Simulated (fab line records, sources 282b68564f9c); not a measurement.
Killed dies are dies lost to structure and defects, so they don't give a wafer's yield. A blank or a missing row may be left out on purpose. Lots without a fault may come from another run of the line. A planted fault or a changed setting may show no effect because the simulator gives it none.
Which tool did it? | flow rit_cmos | 7 lots, 21 wafers sampled, at 4 steps of a route of 202

WHAT THE GAUGES READ, wafer by wafer
RIT_CONTACT_THK_MEAS_01.
lot  | measured    | on            | CONTACT_TEOS_THK (nm)
L631 | day 3 18:06 | film_metro-01 | 396 405 406
L633 | day 4 04:55 | film_metro-02 | 401 397 401
L636 | day 4 22:52 | film_metro-04 | 400 398 399
L638 | day 5 06:10 | film_metro-02 | 397 400 404
L641 | day 5 20:17 | film_metro-04 | 404 409 406
L650 | day 7 15:37 | film_metro-01 | 416 423 424
L652 | day 8 02:43 | film_metro-01 | 396 402 408

WHICH TOOL RAN EACH LOT (tool, then ch and the chambers of the sampled wafers, then the start)
lot  | RIT_NSD_STRIP_09                    | RIT_SILICIDE_SPUTTER_01     | RIT_CONTACT_CVD_00
L631 | plasma_asher-03 ch 0,1, day 3 14:45 | pvd_sputter-03, day 3 17:31 | pecvd-02 ch 0,1, day 3 18:01
L633 | plasma_asher-01 ch 0,1, day 4 01:47 | pvd_sputter-03, day 4 04:21 | pecvd-01 ch 0,1,2, day 4 04:52
L636 | plasma_asher-02 ch 0,1, day 4 19:37 | pvd_sputter-01, day 4 22:17 | pecvd-01 ch 0,2, day 4 22:48
L638 | plasma_asher-01 ch 0,1, day 5 02:54 | pvd_sputter-01, day 5 05:36 | pecvd-03 ch 0,1, day 5 06:06
L641 | plasma_asher-02 ch 0,1, day 5 17:04 | pvd_sputter-03, day 5 19:43 | pecvd-03 ch 0,2, day 5 20:13
L650 | plasma_asher-02 ch 0,1, day 7 12:23 | pvd_sputter-01, day 7 15:03 | pecvd-03 ch 1,2, day 7 15:33
L652 | plasma_asher-02 ch 0,1, day 7 23:28 | pvd_sputter-03, day 8 02:09 | pecvd-02 ch 1,2, day 8 02:40
- RIT_NSD_STRIP_09: strips in O2, time 180 s.
- RIT_SILICIDE_SPUTTER_01: material Ti, target thk 30 nm, time 240 s.
- RIT_CONTACT_CVD_00: deposits SiO2 from TEOS, target thk 400 nm, time 61 s.

THE ANSWER, worked out from the rows above alone
Rule: what is usual is taken from the lots themselves. Put in order of their means at a reading, lots are off if they are a third of the lots or fewer, leave a main group of 4 or more, and stand apart from it by a gap of 3 or more times the standard deviation of the main group's means; of several such gaps the widest counts. A main group whose means are all the same, to the digits that the tables above print for the reading, isn't used. A lot without any number at a reading at which 4 lots or more have one is off too. The other lots that the step has rows for count as sound.
Off: L650, at RIT_CONTACT_THK_MEAS_01 (CONTACT_TEOS_THK). The main group: mean 402 nm, standard deviation 2.4.
A tool fits if, at a process step before that reading, it ran every lot that is off, and no sound lot after the first of them. The gauges at RIT_CONTACT_THK_MEAS_01 are tried like those tools. Can't be told from this: 2 tools fit, pvd_sputter-01 at RIT_SILICIDE_SPUTTER_01, pecvd-03 at RIT_CONTACT_CVD_00.

WHAT THE SIMULATOR HAD PUT IN
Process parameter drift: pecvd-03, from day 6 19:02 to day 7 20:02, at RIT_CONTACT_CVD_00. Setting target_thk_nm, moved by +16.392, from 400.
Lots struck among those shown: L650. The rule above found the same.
